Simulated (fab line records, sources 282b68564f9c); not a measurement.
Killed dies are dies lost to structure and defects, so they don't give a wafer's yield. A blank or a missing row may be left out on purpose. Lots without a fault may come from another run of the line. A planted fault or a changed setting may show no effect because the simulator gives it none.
A struck lot beside a sound one | flow rit_cmos | 21 steps out of a route of 202
Sound: wafers L466.2, L466.5, L466.6. Struck: wafers L474.1, L474.2, L474.5. The cause comes at the end.
At each step with rows: each side's tool, then ch and its chambers, then its first start. Under that, the readings that differ: sound wafers | struck wafers | difference of the means | sigmas: that difference in standard deviations of wafers without a fault.
alike: readings whose means differ by less than 2 such deviations, and words and numbers that are the same on both sides. not compared: withheld readings, readings that some wafer has no value for, bounds like >300 that may hide the same value, and numbers for which the record gives no deviation and whose values overlap.
The two part at a step that has a row with sigmas, a row that says differs or no value, or rows on one side only. Numbers that don't overlap but have no deviation are shown without sigmas and don't part them. A reading that every wafer of one side lacks parts them only if that side has two wafers or more.

first, 3 steps without rows for these wafers: RIT_GATE_CLEAN_02 (cleans in dHF, time 30 s); RIT_GATE_CLEAN_03 (cleans in SC2, time 600 s); RIT_GATE_CLEAN_04 (cleans in dHF, time 60 s).
RIT_FOX2_THK_MEAS_91:
  sound on film_metro-03, day 4 08:25; struck on film_metro-03, day 6 00:22
  alike: FIELD_OXIDE_LEFT_2_THK
then, 2 steps without rows for these wafers: RIT_GATE_OXIDATION_05 (target thk 3 nm, ox time 270 s); RIT_GATE_ANNEAL_06 (time 600 s).
RIT_GATE_THK_MEAS_07:
  sound on film_metro-04, day 4 10:43; struck on film_metro-03, day 6 04:08
  reading             | sound          | struck         | difference | sigmas
  GATE_OXIDE_THK (nm) | 2.92 2.91 2.95 | 3.02 3.07 3.11 | +0.14      | +3
then, 1 step without rows for these wafers: RIT_GATE_CVD_08 (deposits poly-Si from SiH4, target thk 250 nm, time 2220 s).
RIT_GATE_THK_MEAS_09:
  sound on film_metro-04, day 4 13:27; struck on film_metro-04, day 6 05:48
  alike: GATE_POLY_THK
then, 3 steps without rows for these wafers: RIT_GATE_HMDS_10 (prime time 60 s); RIT_GATE_COAT_11 (resist thk 850 nm); RIT_GATE_SOFTBAKE_12 (time 60 s).
RIT_GATE_EXPOSE_13: exposes mask M6, target cd 150 nm.
  sound on iline_stepper-01 ch 0, day 4 13:58; struck on iline_stepper-01 ch 0, day 6 06:19
  reading              | sound             | struck            | difference | sigmas
  exposure_dose_mJ_cm2 | 379.1 379.2 378.9 | 289.0 288.9 289.3 | -90.0      | -99 or more
  alike: mask
then, 2 steps without rows for these wafers: RIT_GATE_PEB_14; RIT_GATE_DEVELOP_15 (develop time 50 s).
RIT_GATE_CD_MEAS_16: target cd 150 nm.
  sound on cd_sem-01, day 4 14:22; struck on cd_sem-01, day 6 06:43
  reading    | sound             | struck            | difference | sigmas
  cd_nm (nm) | 154.5 152.5 154.7 | 288.0 288.8 288.5 | +134.5     | +45
RIT_GATE_OVL_MEAS_17:
  sound on overlay-02, day 4 14:29; struck on overlay-02, day 6 06:50
  alike: GATE_OVL
then, 1 step without rows for these wafers: RIT_GATE_HARDBAKE_18 (time 60 s).
RIT_GATE_ETCH_19: etches poly-Si in SF6/CHF3/O2, stops on SiO2, time 165 s, target depth 312.5 nm.
  sound on rie_si-01 ch 0,3, day 4 14:50; struck on rie_si-01 ch 1,2, day 6 07:01
  reading                     | sound             | struck          | difference | sigmas
  drypump_motor_current_A (A) | 5.7 5.6 5.5       | 6.3 6.4 6.4     | +0.8       | +2
  model.GATE.cd_nm (nm)       | 154.5 152.6 154.7 | 288.3 289 288.6 | +134.7     |
  alike: CHF3_flow_sccm, he_backside_leak_sccm, oes_product_au, rf_fwd_power_W, throttle_valve_pct
  not compared: rf_hours_counter_h
RIT_GATE_STRIP_20: strips in O2, time 180 s.
  sound on plasma_asher-03 ch 0,1, day 4 14:56; struck on plasma_asher-01 ch 0,1, day 6 07:08
  alike: drypump_motor_current_A
  not compared: rf_hours_counter_h
RIT_M1_PROBE_99:
  sound on prober-02, day 5 12:08; struck on prober-02, day 7 04:18
  reading             | sound  | struck      | difference | sigmas
  killed_at_front_end | 5 6 13 | 264 264 264 | +256       | +85
  killed_dies         | 5 6 13 | 264 264 264 | +256       | +83
  killed_on_rim       | 1 1 3  | 70 70 70    | +68        | +49
  alike: killed_open, killed_short

WHERE THEY PART
First at RIT_GATE_THK_MEAS_07; last, within this record, at RIT_M1_PROBE_99.

WHY: what the simulator had put in
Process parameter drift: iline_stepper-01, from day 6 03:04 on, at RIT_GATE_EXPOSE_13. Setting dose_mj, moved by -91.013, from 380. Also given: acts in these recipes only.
